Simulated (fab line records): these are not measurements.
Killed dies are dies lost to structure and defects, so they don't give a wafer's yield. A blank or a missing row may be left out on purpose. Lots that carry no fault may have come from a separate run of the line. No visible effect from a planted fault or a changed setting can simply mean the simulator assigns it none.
Which tool is to blame? | flow rit_cmos | 45 wafers from 15 lots sampled at 3 of the route's 202 steps

WHAT THE GAUGES SHOWED, per wafer
RIT_WELLDRIVE_RS_MEAS_02: the measuring method here is four-point-probe. Usual: PWELL_RS gives 429.7 ohm/sq (standard deviation 1.3).
lot  | measured    | on            | PWELL_RS (ohm/sq) | flag
L458 | day 2 11:14 | film_metro-03 | 430.0 429.7 430.8 |
L459 | day 2 14:10 | film_metro-04 | 429.3 429.0 428.5 |
L460 | day 2 18:56 | film_metro-03 | 431.8 430.3 430.5 |
L461 | day 3 00:03 | film_metro-03 | 428.8 429.6 428.4 |
L462 | day 3 07:12 | film_metro-03 | 427.9 430.4 430.0 |
L464 | day 3 15:58 | film_metro-03 | 428.3 426.5 426.9 |
L465 | day 3 20:34 | film_metro-03 | 428.9 429.9 428.7 |
L466 | day 4 02:14 | film_metro-04 | 429.9 430.0 429.9 |
L468 | day 4 11:32 | film_metro-02 | 431.8 431.5 431.2 |
L470 | day 4 20:52 | film_metro-02 | 428.8 428.4 428.9 |
L475 | day 6 01:41 | film_metro-02 | 432.1 431.2 430.7 |
L477 | day 6 13:20 | film_metro-04 | 429.5 429.2 429.5 |
L478 | day 6 18:26 | film_metro-03 | 430.7 430.6 429.5 |
L479 | day 6 20:49 | film_metro-04 | 428.3 427.5 428.5 |
L480 | day 7 01:04 | film_metro-02 | 429.8 431.7 429.9 |

RIT_GATE_THK_MEAS_09. Usual: GATE_POLY_THK gives 249.1 nm (standard deviation 2.6).
lot  | measured    | on            | GATE_POLY_THK (nm) | flag
L458 | day 2 18:04 | film_metro-02 | 246.2 245.6 244.6  |
L459 | day 2 21:25 | film_metro-03 | 248.6 249.5 248.5  |
L460 | day 3 02:04 | film_metro-01 | 245.1 246.2 245.9  |
L461 | day 3 09:35 | film_metro-02 | 252.0 252.2 253.4  |
L462 | day 3 14:32 | film_metro-03 | 250.5 251.9 249.6  |
L464 | day 3 22:40 | film_metro-02 | 250.9 250.6 249.7  |
L465 | day 4 03:24 | film_metro-02 | 248.4 248.8 245.2  |
L466 | day 4 09:18 | film_metro-01 | 245.3 247.2 247.8  |
L468 | day 4 18:13 | film_metro-01 | 248.3 248.5 250.5  |
L470 | day 5 03:38 | film_metro-02 | 251.4 250.8 248.2  |
L475 | day 6 11:27 | film_metro-03 | 251.3 250.4 251.9  |
L477 | day 6 20:04 | film_metro-01 | 249.4 250.8 249.6  |
L478 | day 7 01:35 | film_metro-03 | 251.7 249.0 248.8  |
L479 | day 7 03:53 | film_metro-02 | 248.0 250.5 248.5  |
L480 | day 7 07:54 | film_metro-03 | 246.6 248.0 248.0  |

EACH LOT AND THE TOOL THAT RAN IT (in order: tool; ch and the chambers of the sampled wafers; start)
lot  | RIT_ACTIVE_CLEAN_15
L458 | wet_bench-04 ch 2, day 1 22:31
L459 | wet_bench-02 ch 1, day 2 01:08
L460 | wet_bench-03 ch 3, day 2 06:16
L461 | wet_bench-04 ch 3, day 2 11:15
L462 | wet_bench-04 ch 2, day 2 17:24
L464 | wet_bench-02 ch 1, day 3 02:21
L465 | wet_bench-02 ch 0, day 3 07:47
L466 | wet_bench-04 ch 1, day 3 12:36
L468 | wet_bench-04 ch 3, day 3 22:08
L470 | wet_bench-02 ch 1, day 4 08:16
L475 | wet_bench-04 ch 0, day 5 09:08
L477 | wet_bench-04 ch 2, day 5 21:53
L478 | wet_bench-04 ch 3, day 6 01:34
L479 | wet_bench-03 ch 1, day 6 05:47
L480 | wet_bench-03 ch 0, day 6 11:02
- RIT_ACTIVE_CLEAN_15: cleans in SC1, time 600 s.

WHAT THE TOOLS THEMSELVES READ (means of the sampled wafers that have a number; where no wafer has one, the mark that the record gives instead)
RIT_ACTIVE_CLEAN_15. Usual: run_length_s 628 s, standard deviation 3.4; temp_c 75.01 C, standard deviation 0.11.
lot  | tool         | run_length_s (s) | temp_c (C) | flag
L458 | wet_bench-04 | 626              | 75.07      |
L459 | wet_bench-02 | 633              | 75.12      |
L460 | wet_bench-03 | 626              | 74.95      |
L461 | wet_bench-04 | 627              | 74.91      |
L462 | wet_bench-04 | 627              | 74.88      |
L464 | wet_bench-02 | 626              | 75.15      |
L465 | wet_bench-02 | 623              | 75.09      |
L466 | wet_bench-04 | 626              | 74.95      |
L468 | wet_bench-04 | 628              | 75.02      |
L470 | wet_bench-02 | 627              | 74.94      |
L475 | wet_bench-04 | 599              | 75.05      | OFF
L477 | wet_bench-04 | 600              | 74.95      | OFF
L478 | wet_bench-04 | 600              | 75.17      | OFF
L479 | wet_bench-03 | 634              | 75.03      |
L480 | wet_bench-03 | 632              | 75.12      |

THE ANSWER, worked out from the rows above alone
Rule: lot off if the mean of its wafers having a number is beyond 3 standard deviations from the usual mean. A lot without any number at a reading at which 4 lots or more have one is off too. The other lots that the step has rows for count as sound. The gauges are gone through in route order, then the tools' own readings, and for those a lot's mean is taken as printed above. The first step at which some lot is off is used, and at that step the reading that is off furthest; a lot without a number counts as furthest.
Off: L475, L477, L478 (RIT_ACTIVE_CLEAN_15, run_length_s).
A tool fits if, at that step or a process step before it, it ran every lot that is off, and no sound lot after the first of them. One candidate fits, namely wet_bench-04 at RIT_ACTIVE_CLEAN_15. A fault onset in the window from L468 (day 3 22:08, its last sound lot) to L475 (day 5 09:08, its first lot off) fits.
On the lots that are off, the tool's own readings at RIT_ACTIVE_CLEAN_15 differ by more than 5 times the standard deviation of the sound lots' means, which bears it out; run_length_s reads 600 s there versus 628 s on the sound lots.

WHAT HAD BEEN PUT IN BY THE SIMULATOR
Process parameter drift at RIT_ACTIVE_CLEAN_15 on wet_bench-04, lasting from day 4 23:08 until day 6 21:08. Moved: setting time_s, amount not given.
Struck lots among those shown: L475, L477, L478. The rule above found the same.
